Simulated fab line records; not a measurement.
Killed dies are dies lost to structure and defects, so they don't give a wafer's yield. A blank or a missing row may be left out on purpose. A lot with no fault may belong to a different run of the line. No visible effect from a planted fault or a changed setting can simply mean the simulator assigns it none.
Which of the tools did it? | flow berkeleyCmos170 | 42 wafers from 14 lots sampled at 5 of the route's 331 steps

== WHAT EACH GAUGE READ, for each wafer ==
UCB170_SDANNEAL_RS_MEAS_03: measures by four-point-probe.
lot  | measured     | on           | NSD_RS (ohm/sq)
L745 | day 8 01:55  | filmMetro-02 | 37.89 37.96 37.79
L744 | day 8 05:53  | filmMetro-01 | 37.73 37.89 37.86
L749 | day 8 20:04  | filmMetro-01 | 37.77 37.82 37.67
L746 | day 8 20:56  | filmMetro-01 | 37.92 37.85 37.81
L751 | day 9 14:35  | filmMetro-02 | 37.62 37.65 37.71
L750 | day 9 15:16  | filmMetro-02 | 37.51 37.49 37.53
L753 | day 9 20:56  | filmMetro-02 | 37.64 37.68 37.66
L752 | day 9 21:20  | filmMetro-01 | 37.81 37.86 37.85
L754 | day 10 02:16 | filmMetro-04 | 37.62 37.61 37.68
L758 | day 11 00:59 | filmMetro-02 | 37.67 37.62 37.63
L759 | day 11 01:21 | filmMetro-04 | 37.79 37.54 37.67
L763 | day 12 10:29 | filmMetro-01 | 37.61 37.69 37.60
L765 | day 12 11:04 | filmMetro-04 | 37.76 37.68 37.61
L767 | day 12 13:40 | filmMetro-04 | 37.55 37.59 37.55

UCB170_SILICIDE_THK_MEAS_03: measures by xrf.
lot  | measured     | on           | SILICIDE_TI_THK (nm)
L745 | day 8 02:29  | filmMetro-03 | 30.58 30.24 30.00
L744 | day 8 06:26  | filmMetro-02 | 30.21 30.06 30.06
L749 | day 8 20:38  | filmMetro-03 | 29.86 30.29 30.23
L746 | day 8 21:30  | filmMetro-02 | 30.35 29.55 29.71
L751 | day 9 15:10  | filmMetro-03 | 30.35 30.20 30.11
L750 | day 9 15:50  | filmMetro-04 | 29.86 29.72 29.80
L753 | day 9 21:31  | filmMetro-03 | 30.89 30.97 30.42
L752 | day 9 21:55  | filmMetro-03 | 30.10 29.99 29.87
L754 | day 10 02:50 | filmMetro-04 | 30.42 29.94 30.57
L758 | day 11 01:34 | filmMetro-02 | 30.31 30.25 30.40
L759 | day 11 01:56 | filmMetro-03 | 29.36 29.69 29.72
L763 | day 12 11:04 | filmMetro-03 | 29.93 30.08 29.93
L765 | day 12 11:38 | filmMetro-03 | 29.92 30.17 30.00
L767 | day 12 14:13 | filmMetro-04 | 30.40 30.14 30.56

UCB170_CONTACT_OVL_MEAS_16.
lot  | measured     | on         | CONTACT_OVL (nm)
L745 | day 8 08:04  | overlay-01 | -2 -1 4
L744 | day 8 11:22  | overlay-02 | -15 -13 -17
L749 | day 9 02:14  | overlay-02 | -11 -4 -2
L746 | day 9 05:39  | overlay-02 | -2 4 2
L751 | day 9 19:42  | overlay-01 | -14 -7 -8
L750 | day 9 21:28  | overlay-01 | 0 -4 -2
L753 | day 10 01:43 | overlay-02 | -10 -8 -9
L752 | day 10 03:02 | overlay-01 | 0 5 -7
L754 | day 10 08:01 | overlay-02 | -9 -3 -4
L758 | day 11 06:35 | overlay-01 | -7 -14 -10
L759 | day 11 12:05 | overlay-01 | -11 -6 -9
L763 | day 12 16:24 | overlay-02 | -11 -13 -8
L765 | day 12 17:05 | overlay-01 | 6 0 0
L767 | day 12 20:56 | overlay-01 | -11 -14 -14

UCB170_V2_THK_MEAS_04.
lot  | measured     | on           | V2_POLISHED_THK (nm)
L745 | day 8 21:01  | filmMetro-03 | 1001.5 998.7 999.1
L744 | day 9 02:34  | filmMetro-04 | 1000.6 1000.1 1001.4
L749 | day 9 11:59  | filmMetro-04 | 998.5 1000.0 999.2
L746 | day 9 18:57  | filmMetro-01 | 1000.3 999.4 998.9
L751 | day 10 08:04 | filmMetro-03 | 998.2 998.9 999.1
L750 | day 10 08:31 | filmMetro-04 | 1000.8 1002.3 999.2
L753 | day 10 11:52 | filmMetro-01 | 999.4 1000.7 1001.0
L752 | day 10 14:20 | filmMetro-03 | 997.6 1000.6 999.6
L754 | day 10 20:58 | filmMetro-04 | 1001.1 998.9 999.7
L758 | day 11 21:07 | filmMetro-03 | 998.1 748.2 748.6
L759 | day 12 00:42 | filmMetro-03 | 747.1 997.5 747.6
L763 | day 13 05:48 | filmMetro-03 | 998.8 998.8 1000.2
L765 | day 13 09:18 | filmMetro-01 | 999.0 999.5 999.2
L767 | day 13 09:37 | filmMetro-04 | 1000.2 1001.4 999.5

== TOOL THAT RAN EACH LOT (tool first, then ch and the chambers of the sampled wafers, then the start) ==
lot  | UCB170_V2_CMP_02
L745 | cmp-02 ch 0,3, day 8 20:38
L744 | cmp-02 ch 1,2,3, day 9 02:13
L749 | cmp-01 ch 1,3, day 9 11:34
L746 | cmp-01 ch 1,3, day 9 18:34
L751 | cmp-01 ch 1,2,3, day 10 07:41
L750 | cmp-02 ch 0,1,3, day 10 08:06
L753 | cmp-01 ch 0,2,3, day 10 11:27
L752 | cmp-01 ch 1,2, day 10 13:58
L754 | cmp-02 ch 0,2,3, day 10 20:32
L758 | cmp-01 ch 0,1, day 11 20:44
L759 | cmp-01 ch 0,1, day 12 00:20
L763 | cmp-02 ch 1,2,3, day 13 05:23
L765 | cmp-02 ch 0,2,3, day 13 08:56
L767 | cmp-02 ch 0,3, day 13 09:14
- UCB170_V2_CMP_02: polishes SiO2.

== WHAT THE TOOLS THEMSELVES READ (means of the sampled wafers that have a number; where no wafer has one, the mark that the record gives instead) ==
UCB170_V2_CMP_02.
lot  | tool   | motorCurrentA (A)
L745 | cmp-02 | 16.9
L744 | cmp-02 | 14.7
L749 | cmp-01 | 17.0
L746 | cmp-01 | 17.2
L751 | cmp-01 | 16.8
L750 | cmp-02 | 15.2
L753 | cmp-01 | 14.8
L752 | cmp-01 | 16.4
L754 | cmp-02 | 15.8
L758 | cmp-01 | 15.5
L759 | cmp-01 | 15.5
L763 | cmp-02 | 14.2
L765 | cmp-02 | 15.5
L767 | cmp-02 | 16.9

== THE ANSWER, worked out from the rows above alone ==
Rule: usual is defined by the lots themselves. The widest of any qualifying gaps counts: lots, ordered by their means at a reading, are off when they make up no more than a third of the lots, leave a main group of 4 or more, and stand apart from it by 3 or more times the standard deviation of that group's means. If all means in a main group match to the digits the tables above print for the reading, that group is not used. A lot without any number at a reading at which 4 lots or more have one is off too. Any other lot the step has rows for is counted as sound. The gauges are gone through in route order, then the tools' own readings, and for those a lot's mean is taken as printed above. The first step at which some lot is off is used, and at that step the reading that is off furthest; a lot without a number counts as furthest.
Off: at UCB170_V2_THK_MEAS_04 (V2_POLISHED_THK), L758, L759. Main group: mean 999.8 nm, sd 0.63.
A tool fits if, at a process step before that reading, it ran every lot that is off, and no sound lot after the first of them. Those tools and the gauges at UCB170_V2_THK_MEAS_04 are tried in the same way. One fits: cmp-01 at UCB170_V2_CMP_02. Its last sound lot is L752 (day 10 13:58), its first lot that is off L758 (day 11 20:44): a fault that began between those two fits.

== WHAT THE SIMULATOR PUT IN ==
cmp-01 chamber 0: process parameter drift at UCB170_V2_CMP_02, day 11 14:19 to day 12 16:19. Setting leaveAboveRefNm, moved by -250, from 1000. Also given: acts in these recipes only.
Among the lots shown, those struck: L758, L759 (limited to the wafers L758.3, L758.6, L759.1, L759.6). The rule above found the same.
